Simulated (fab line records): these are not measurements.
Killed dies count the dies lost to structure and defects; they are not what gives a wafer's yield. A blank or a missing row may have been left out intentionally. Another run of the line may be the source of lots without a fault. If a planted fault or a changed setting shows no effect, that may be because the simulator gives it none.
Problem report in the 8D (eight disciplines) form, filled by code | flow berkeley cmos170 | the parts of the form that need people (team, actions taken, sign-off) are left out

## 1. THE PROBLEM
Mean of beam energy keV at UCB170_NLDD_IMPLANT_08: 29.421 across 6 wafers in 2 lots; on wafers with no fault it is 30.001 (standard deviation 0.0084). That puts it -69 standard deviations away from the usual mean.
First seen on wafer L691.1, day 9 03:31, on implanter-03. Wafers with a number at this step in the record: 18, from 6 lots. The rule behind "out" and "out of limits": a value lying over 4 standard deviations away from the usual mean. The rest of the wafers with a number are treated as sound.

## 2. WHAT IT IS AND WHAT IT IS NOT
question                    | is                     | is not
which readings at this step | beam energy keV        | -
which lots                  | L691, L695             | L687, L688, L700, L701
which wafers of those lots  | all that have a number | -
read on which tools         | implanter-03           | implanter-04
when                        | from day 9 03:31       | up to then (6 sound wafers); but 6 sound wafers of L700, L701 came after

## 3. SUSPECTS, AND WHAT RULES EACH OUT
Counting: any tool at a process step up to the reading is kept as a suspect provided that every lot that is out went through it and no sound lot did after the first of them.
- plasma asher-04 at UCB170_PLDD_STRIP_10 (strips in O2): ruled out as a lasting fault. Following L691 (day 9 01:10), the first lot on it that is out, the sound lots L701 were run on it.
- implanter-03 at UCB170_NLDD_IMPLANT_08: kept. It processed each lot that is out, first L691 at day 9 03:31, and no sound lot thereafter; up to then, the last sound lot it processed was L688 at day 8 12:46. Out on those wafers are its own readings of beam energy keV.
Remaining after the count: implanter-03 at UCB170_NLDD_IMPLANT_08.

## 4. THE CAUSE (what the simulator had put in)
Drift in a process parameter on implanter-03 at UCB170_NLDD_IMPLANT_08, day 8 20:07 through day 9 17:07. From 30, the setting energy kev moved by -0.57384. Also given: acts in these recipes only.
Only this tool survived the counting.

## 5. THE CHAIN OF EFFECTS, in route order
Each row: a reading whose mean over the struck wafers that have a number lies more than 3 standard deviations from the usual. Only readings whose record carries a usual standard deviation are examined. hours: median over the lots of the time between each lot's start at the first step of this table that gives one and its start at this step. sigmas: the change, counted in usual standard deviations.
hours | step                   | reading         | usual  | on struck wafers | change | sigmas
0     | UCB170_NLDD_IMPLANT_08 | beam energy keV | 30.001 | 29.421           | -0.580 | -69
It contains these process steps:
- UCB170_NLDD_IMPLANT_08

## 6. HOW IT WOULD HAVE BEEN CAUGHT EARLIER
7 hours passed between the start of the fault at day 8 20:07 and the first reading out of limits in this record, taken at day 9 03:31.
